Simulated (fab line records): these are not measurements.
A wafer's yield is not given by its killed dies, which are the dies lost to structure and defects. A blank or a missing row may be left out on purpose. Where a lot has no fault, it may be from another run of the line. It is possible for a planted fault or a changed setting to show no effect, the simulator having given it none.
Struck lot and sound lot, side by side | flow rit-cmos | 30 out of 202 route steps
Sound: wafers L943.1, L943.2, L943.5. Struck: wafer L930.1 (left out: L930.3, L930.5 of the same lot, which were not struck); the cause appears at the end.
Each step with rows lists, per side, the tool, then ch with its chambers, then its first start. Under that, the readings that differ: sound wafers | struck wafers | difference of the means | sigmas: that difference in standard deviations of wafers without a fault.
alike: readings whose means differ by less than 2 such deviations, and words and numbers that are the same on both sides. not compared: withheld readings, readings that some wafer has no value for, bounds like >300 that may hide the same value, and numbers for which the record gives no deviation and whose values overlap.
Wherever a step has rows on one side only, a row that says differs or no value, or a row with sigmas, the two part there. Numbers that don't overlap but have no deviation are shown without sigmas and don't part them. Lack of a reading on every wafer of one side parts them only where that side has two or more wafers.

first, 6 steps without rows for these wafers: RIT_SDANNEAL_RTA_03 (time 5 s); RIT_SILICIDE_WET_ETCH_00 (etches SiO2 in BOE, target depth 14 nm, time 15 s); RIT_SILICIDE_SPUTTER_01 (material Ti, target thk 30 nm, time 240 s); RIT_SILICIDE_RTA_04 (time 10 s, ramp up 5 s, ramp down 5 s); RIT_SILICIDE_WET_ETCH_05 (etches Ti in SPM, time 120 s); RIT_SILICIDE_RTA_06 (time 10 s, ramp up 5 s, ramp down 10 s).
RIT_CONTACT_CVD_00: deposits SiO2 from TEOS, target thk 400 nm, time 61 s.
  sound on pecvd-01 ch 0,1, day 8 05:45; struck on pecvd-01 ch 0, day 4 21:23
  reading                                  | sound             | struck | difference | sigmas
  run-length-s (s)                         | 89.1 89.1 88.6    | 84.2   | -4.7       | -10
  model.SiO2_of_CONTACT_CVD_00.thk-nm (nm) | 387.2 390.1 396.4 | 360.1  | -31.1      |
  alike: heater-power-w
RIT_CONTACT_THK_MEAS_01:
  sound on film-metro-03 at day 8 05:48; struck on film-metro-02 at day 4 21:26
  reading               | sound       | struck | difference | sigmas
  CONTACT_TEOS_THK (nm) | 387 390 396 | 360    | -31        | -5
then, 7 steps without rows for these wafers: RIT_CONTACT_HMDS_02 (prime time 60 s); RIT_CONTACT_COAT_03 (resist thk 1000 nm); RIT_CONTACT_SOFTBAKE_04 (time 60 s); RIT_CONTACT_EXPOSE_05 (exposes mask M11, target cd 1000 nm); RIT_CONTACT_PEB_06; RIT_CONTACT_DEVELOP_07 (develop time 120 s); RIT_CONTACT_HARDBAKE_10 (time 60 s).
RIT_CONTACT_ETCH_11: etches SiO2 in CHF3/CF4/Ar, stops on TiSi2, target depth 480 nm, time 320 s.
  sound on rie-diel-03 ch 1,2,3, day 8 07:18; struck on rie-diel-03 ch 3, day 4 22:47
  reading                             | sound             | struck | difference | sigmas
  model.etch.depth-nm (nm)            | 387.2 390.1 396.4 | 360.1  | -31.1      |
  model.CONTACT.feature-depth-nm (nm) | 387.2 390.1 396.4 | 360.1  | -31.1      |
  alike: cf4-flow-sccm, drypump-motor-current-A, mfc-ar-sccm, oes-product-au, throttle-valve-pct
  not compared: rf-hours-counter-h
then, 11 steps without rows for these wafers: RIT_CONTACT_STRIP_12 (strips in O2, time 180 s); RIT_CONTACT_CLEAN_13 (cleans in SC1, time 600 s); RIT_CONTACT_CLEAN_14 (cleans in SC2, time 600 s); RIT_M1_SPUTTER_00 (material Al, target thk 400 nm, time 500 s); RIT_M1_HMDS_03 (prime time 60 s); RIT_M1_COAT_04 (resist thk 1300 nm); RIT_M1_SOFTBAKE_05 (time 60 s); RIT_M1_EXPOSE_06 (exposes mask M12, target cd 2600 nm); RIT_M1_PEB_07; RIT_M1_DEVELOP_08 (develop time 68 s); RIT_M1_HARDBAKE_11 (time 120 s).
RIT_M1_METAL_ETCH_12: etches Al in Cl2/BCl3, stops on SiO2, time 165 s, target depth 600 nm.
  sound on rie-metal-01 ch 0,1, day 8 09:55; struck on rie-metal-01 ch 0, day 5 01:23
  reading                                  | sound             | struck | difference | sigmas
  model.SiO2_of_CONTACT_CVD_00.thk-nm (nm) | 350.1 352.9 359.3 | 323    | -31        |
  alike: drypump-motor-current-A, oes-product-au, throttle-valve-pct
  not compared: rf-hours-counter-h
then, 1 step without rows for these wafers: RIT_M1_STRIP_13 (strips in nmp, time 600 s).
RIT_M1_PROBE_99:
  sound on prober-02 at day 8 12:10; struck on prober-02 at day 5 03:40
  reading                                    | sound                       | struck   | difference | sigmas
  killed-short                               | 4 4 4                       | 0        | -4         | -2
  model.etest.field-p-metal.vt-v (V)         | -28.59 -29.05 -28.82        | -26.67   | +2.15      |
  model.etest.antenna-contact.vt-shift-v (V) | -0.01069 -0.01818 -0.008836 | -0.02013 | -0.00756   |
  alike: killed-at-front-end, killed-dies, killed-open

## WHERE THEY PART
Last at RIT_M1_PROBE_99 as far as this record goes, first at RIT_CONTACT_CVD_00.

WHY: whatever the simulator had introduced
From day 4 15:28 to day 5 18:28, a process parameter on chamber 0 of pecvd-01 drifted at RIT_CONTACT_CVD_00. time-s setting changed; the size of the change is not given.
